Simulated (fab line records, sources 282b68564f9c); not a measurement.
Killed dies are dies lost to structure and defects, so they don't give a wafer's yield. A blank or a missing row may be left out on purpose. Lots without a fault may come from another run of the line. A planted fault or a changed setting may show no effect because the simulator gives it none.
A struck lot beside a sound one | flow rit_cmos | 15 steps out of a route of 202
Sound: wafers L283.3, L283.4, L283.6. Struck: wafers L292.1, L292.2, L292.6. The cause comes at the end.
At each step with rows: each side's tool, then ch and its chambers, then its first start. Under that, the readings that differ: sound wafers | struck wafers | difference of the means | sigmas: that difference in standard deviations of wafers without a fault.
alike: readings whose means differ by less than 2 such deviations, and words and numbers that are the same on both sides. not compared: withheld readings, readings that some wafer has no value for, bounds like >300 that may hide the same value, and numbers for which the record gives no deviation and whose values overlap.
The two part at a step that has a row with sigmas, a row that says differs or no value, or rows on one side only. Numbers that don't overlap but have no deviation are shown without sigmas and don't part them. A reading that every wafer of one side lacks parts them only if that side has two wafers or more.

first, 3 steps without rows for these wafers: RIT_REOX_CLEAN_01 (cleans in dHF, time 30 s); RIT_REOX_CLEAN_02 (cleans in SC2, time 600 s); RIT_REOX_OXIDATION_03 (target thk 25.2 nm, ox time 5580 s).
RIT_REOX_THK_MEAS_04:
  sound on film_metro-03, day 3 09:02; struck on film_metro-02, day 5 02:09
  alike: REOX_OXIDE_THK
then, 6 steps without rows for these wafers: RIT_NLDD_HMDS_00 (prime time 60 s); RIT_NLDD_COAT_01 (resist thk 1000 nm); RIT_NLDD_SOFTBAKE_02 (time 60 s); RIT_NLDD_EXPOSE_03 (exposes mask M7, target cd 40700 nm); RIT_NLDD_PEB_04; RIT_NLDD_DEVELOP_05 (develop time 50 s).
RIT_NLDD_OVL_MEAS_06:
  sound on overlay-02, day 3 10:04; struck on overlay-01, day 5 03:19
  alike: NLDD_OVL
then, 1 step without rows for these wafers: RIT_NLDD_HARDBAKE_07 (time 60 s).
RIT_NLDD_IMPLANT_08:
  sound on implanter-01 ch 0, day 3 10:17; struck on implanter-02 ch 0, day 5 03:29
  reading                   | sound                | struck               | difference | sigmas
  beam_energy_keV           | 20.000 20.003 20.003 | 20.788 20.788 20.778 | +0.783     | +99 or more
  model.implant.drp_nm (nm) | 12.97 12.97 12.97    | 13.27 13.27 13.27    | +0.30      |
  alike: beam_on_s, dose_ions_cm2
RIT_NLDD_STRIP_09: strips in O2, time 180 s.
  sound on plasma_asher-01 ch 0,1, day 3 10:26; struck on plasma_asher-01 ch 0,1, day 5 03:38
  alike: drypump_motor_current_A
  not compared: rf_hours_counter_h
RIT_M1_PROBE_99:
  the record has rows for the struck wafers here (prober-02, day 5 18:58) and none for the sound ones

WHERE THEY PART
First at RIT_NLDD_IMPLANT_08; last, within this record, at RIT_M1_PROBE_99.

WHY: what the simulator had put in
Process parameter drift: implanter-02, from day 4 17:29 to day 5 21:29, at RIT_NLDD_IMPLANT_08. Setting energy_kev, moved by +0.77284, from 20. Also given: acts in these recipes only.
